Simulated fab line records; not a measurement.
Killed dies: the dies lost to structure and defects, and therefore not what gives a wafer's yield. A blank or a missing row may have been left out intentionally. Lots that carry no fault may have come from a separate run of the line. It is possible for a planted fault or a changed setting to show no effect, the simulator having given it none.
Which of the tools did it?    flow rit-cmos    13 lots, 39 wafers sampled, at 3 steps of a route of 202

== WHAT THE GAUGES SHOWED, per wafer ==
RIT_CONTACT_CD_MEAS_08: the cd target is 1000 nm. Usual: cd-nm 1000.2 nm, standard deviation 2.
lot   measured     on         cd-nm (nm)            flag
L816  day 3 07:26  cd-sem-02  1001.7 1000.4 1000.7  
L817  day 3 13:02  cd-sem-02  1001.0 999.4 1004.9   
L818  day 3 14:57  cd-sem-02  1004.0 1003.4 1005.8  
L819  day 3 19:22  cd-sem-02  999.7 999.0 1001.3    
L821  day 4 09:10  cd-sem-02  998.4 1001.6 1000.4   
L822  day 4 11:19  cd-sem-02  998.4 997.0 1000.2    
L824  day 5 00:28  cd-sem-02  999.5 999.8 1001.1    
L825  day 5 07:58  cd-sem-02  999.5 1000.7 998.5    
L826  day 5 12:55  cd-sem-02  999.1 999.7 999.7     
L827  day 5 15:43  cd-sem-01  998.7 1000.6 1000.3   
L830  day 6 07:56  cd-sem-01  1000.2 997.1 1000.7   
L831  day 6 10:08  cd-sem-02  997.8 996.4 994.1     
L832  day 6 14:35  cd-sem-02  1150.6 1152.0 1152.3  OFF

== WHAT TOOL EACH LOT RAN ON (gives the tool, then ch and the chambers of the sampled wafers, and finally the start) ==
lot   RIT_SDANNEAL_RTA_03              RIT_CONTACT_EXPOSE_05
L816  rtp-anneal-01 ch 0, day 3 05:17  iline-stepper-02 ch 0, day 3 06:55
L817  rtp-anneal-02 ch 0, day 3 10:52  iline-stepper-02 ch 0, day 3 12:31
L818  rtp-anneal-01 ch 0, day 3 12:49  iline-stepper-02 ch 0, day 3 14:26
L819  rtp-anneal-02 ch 0, day 3 17:06  iline-stepper-01 ch 0, day 3 18:51
L821  rtp-anneal-02 ch 0, day 4 07:02  iline-stepper-01 ch 0, day 4 08:39
L822  rtp-anneal-01 ch 0, day 4 09:11  iline-stepper-01 ch 0, day 4 10:49
L824  rtp-anneal-01 ch 0, day 4 22:13  iline-stepper-01 ch 0, day 4 23:50
L825  rtp-anneal-02 ch 0, day 5 05:42  iline-stepper-02 ch 0, day 5 07:27
L826  rtp-anneal-01 ch 0, day 5 10:47  iline-stepper-02 ch 0, day 5 12:23
L827  rtp-anneal-02 ch 0, day 5 13:21  iline-stepper-01 ch 0, day 5 15:05
L830  rtp-anneal-01 ch 0, day 6 05:43  iline-stepper-02 ch 0, day 6 07:25
L831  rtp-anneal-02 ch 0, day 6 07:50  iline-stepper-01 ch 0, day 6 09:35
L832  rtp-anneal-01 ch 0, day 6 12:25  iline-stepper-01 ch 0, day 6 14:04
- RIT_SDANNEAL_RTA_03: time 5 s.
- RIT_CONTACT_EXPOSE_05: exposes mask M11, target cd 1000 nm.

== WHAT THE TOOLS THEMSELVES READ (means of the sampled wafers that have a number; where no wafer has one, the mark that the record gives instead) ==
RIT_SDANNEAL_RTA_03. Usual: anneal-temp-c-max 1054.8, standard deviation 1.5; chamber-o2-ppm 2.003, standard deviation 0.021; ramp-up-c-per-s 342.00, standard deviation 0.064; wafer_temp_C_max 1053.5, standard deviation 1.2.
lot   tool           anneal-temp-c-max  chamber-o2-ppm  ramp-up-c-per-s  wafer_temp_C_max  flag
L816  rtp-anneal-01  1053.5             2.002           342.03           1053.5            
L817  rtp-anneal-02  1055.7             2.004           341.99           1052.8            
L818  rtp-anneal-01  1054.0             1.989           341.93           1053.1            
L819  rtp-anneal-02  1056.6             2.042           342.02           1053.2            
L821  rtp-anneal-02  1056.4             2.007           341.99           1053.4            
L822  rtp-anneal-01  1053.5             2.017           341.97           1053.5            
L824  rtp-anneal-01  1052.8             1.982           342.00           1053.2            
L825  rtp-anneal-02  1056.0             2.029           342.04           1053.1            
L826  rtp-anneal-01  1053.7             2.019           342.01           1052.5            
L827  rtp-anneal-02  1056.7             2.010           342.08           1053.5            
L830  rtp-anneal-01  1053.6             2.004           342.04           1052.9            
L831  rtp-anneal-02  1055.9             1.978           341.98           1052.4            
L832  rtp-anneal-01  1053.5             2.015           342.02           1053.0            

RIT_CONTACT_EXPOSE_05. Usual: focus-offset-nm -0.1 nm, standard deviation 0.5.
lot   tool              focus-offset-nm (nm)  flag
L816  iline-stepper-02  0.4                   
L817  iline-stepper-02  -0.5                  
L818  iline-stepper-02  -0.3                  
L819  iline-stepper-01  -0.2                  
L821  iline-stepper-01  -0.5                  
L822  iline-stepper-01  -0.5                  
L824  iline-stepper-01  0.1                   
L825  iline-stepper-02  0.1                   
L826  iline-stepper-02  0.4                   
L827  iline-stepper-01  0.3                   
L830  iline-stepper-02  -0.4                  
L831  iline-stepper-01  -0.1                  
L832  iline-stepper-01  0.0                   

== THE ANSWER, worked out from the rows above alone ==
Rule: take the mean of a lot's wafers that have a number; if it is more than 3 standard deviations from the usual mean, the lot is off. A lot without any number at a reading at which 4 lots or more have one is off too. All remaining lots with rows at the step are treated as sound. Order of review: gauges by route order, followed by the tools' own readings, for which a lot's mean as printed above is used. The first step at which some lot is off is used, and at that step the reading that is off furthest; a lot without a number counts as furthest.
Off at RIT_CONTACT_CD_MEAS_08 (cd-nm): L832.
A tool fits if, at a process step before that reading, it ran every lot that is off, and no sound lot after the first of them. The gauges at RIT_CONTACT_CD_MEAS_08 are tried like those tools. Can't be told from this: 3 tools fit, rtp-anneal-01 at RIT_SDANNEAL_RTA_03, iline-stepper-01 at RIT_CONTACT_EXPOSE_05, cd-sem-02 at RIT_CONTACT_CD_MEAS_08.

== WHAT THE SIMULATOR HAD INSERTED ==
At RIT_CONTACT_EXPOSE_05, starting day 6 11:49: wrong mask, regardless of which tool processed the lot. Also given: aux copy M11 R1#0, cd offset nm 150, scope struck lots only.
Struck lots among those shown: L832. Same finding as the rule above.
